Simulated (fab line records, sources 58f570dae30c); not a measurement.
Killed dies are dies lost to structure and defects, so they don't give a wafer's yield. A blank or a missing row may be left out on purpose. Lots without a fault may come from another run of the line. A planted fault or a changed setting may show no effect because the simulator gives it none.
Which tool did it? | flow berkeley_cmos170 | 15 lots, 45 wafers sampled, at 2 steps of a route of 331

WHAT THE GAUGES READ, wafer by wafer
UCB170_PLDD_OVL_MEAS_07. Usual: PLDD_OVL 1 nm, standard deviation 5.
lot  | measured     | on         | PLDD_OVL (nm) | flag
L341 | day 6 16:55  | overlay-02 | 0 -2 0        |
L342 | day 6 16:58  | overlay-02 | 2 1 -2        |
L343 | day 6 23:02  | overlay-02 | -8 -4 -1      |
L345 | day 7 10:29  | overlay-01 | -3 -1 0       |
L347 | day 7 10:48  | overlay-02 | 0 3 0         |
L346 | day 7 11:02  | overlay-02 | -8 -12 3      |
L344 | day 7 11:17  | overlay-02 | 2 5 2         |
L350 | day 7 18:35  | overlay-02 | -6 -1 4       |
L348 | day 7 18:53  | overlay-01 | 2 -2 6        |
L349 | day 7 19:04  | overlay-01 | 5 -5 1        |
L355 | day 9 00:53  | overlay-02 | 12 7 3        |
L357 | day 9 09:20  | overlay-01 | -1 4 1        |
L360 | day 10 11:58 | overlay-01 | 4 2 5         |
L363 | day 10 12:42 | overlay-01 | 9 0 6         |
L364 | day 10 21:50 | overlay-02 | 2 3 -4        |

UCB170_NSD_CD_MEAS_06: target cd 1200 nm. Usual: cd_nm 1199.8 nm, standard deviation 1.7.
lot  | measured     | on        | cd_nm (nm)           | flag
L341 | day 7 06:50  | cd_sem-01 | 1199.0 1198.0 1199.0 |
L342 | day 7 06:58  | cd_sem-01 | 1199.0 1200.6 1200.9 |
L343 | day 7 13:41  | cd_sem-01 | 1200.5 1200.5 1198.9 |
L345 | day 7 20:07  | cd_sem-02 | 1197.6 1197.3 1198.7 |
L347 | day 7 20:27  | cd_sem-01 | 1200.8 1200.7 1201.0 |
L346 | day 7 22:07  | cd_sem-02 | 1198.7 1199.6 1198.0 |
L344 | day 7 21:47  | cd_sem-02 | 1200.4 1200.1 1200.4 |
L350 | day 8 04:02  | cd_sem-02 | 1199.3 1201.0 1201.0 |
L348 | day 8 04:18  | cd_sem-01 | 1199.5 1200.3 1200.6 |
L349 | day 8 04:10  | cd_sem-02 | 1196.6 1196.5 1196.7 |
L355 | day 9 12:37  | cd_sem-02 | 1200.2 1200.1 1200.5 |
L357 | day 9 21:06  | cd_sem-02 | 1196.3 1197.0 1197.2 |
L360 | day 10 21:44 | cd_sem-02 | 1200.5 1201.0 1200.5 |
L363 | day 10 22:46 | cd_sem-02 | 1200.4 1199.8 1200.9 |
L364 | day 11 07:35 | cd_sem-01 | 1199.7 1199.0 1199.8 |

WHICH TOOL RAN EACH LOT (tool, then ch and the chambers of the sampled wafers, then the start)
The record holds no process step before these readings.

WHAT THE TOOLS THEMSELVES READ (means of the sampled wafers that have a number; where no wafer has one, the mark that the record gives instead)
The record holds no such reading with a usual standard deviation.

THE ANSWER, worked out from the rows above alone
Rule: a lot is off if the mean of its wafers that have a number lies more than 3 standard deviations from the usual mean. A lot without any number at a reading at which 4 lots or more have one is off too. The other lots that the step has rows for count as sound. The gauges are gone through in route order, then the tools' own readings, and for those a lot's mean is taken as printed above. The first step at which some lot is off is used, and at that step the reading that is off furthest; a lot without a number counts as furthest.
No lot is off at any reading shown: from this, nothing can be told.

WHAT THE SIMULATOR HAD PUT IN
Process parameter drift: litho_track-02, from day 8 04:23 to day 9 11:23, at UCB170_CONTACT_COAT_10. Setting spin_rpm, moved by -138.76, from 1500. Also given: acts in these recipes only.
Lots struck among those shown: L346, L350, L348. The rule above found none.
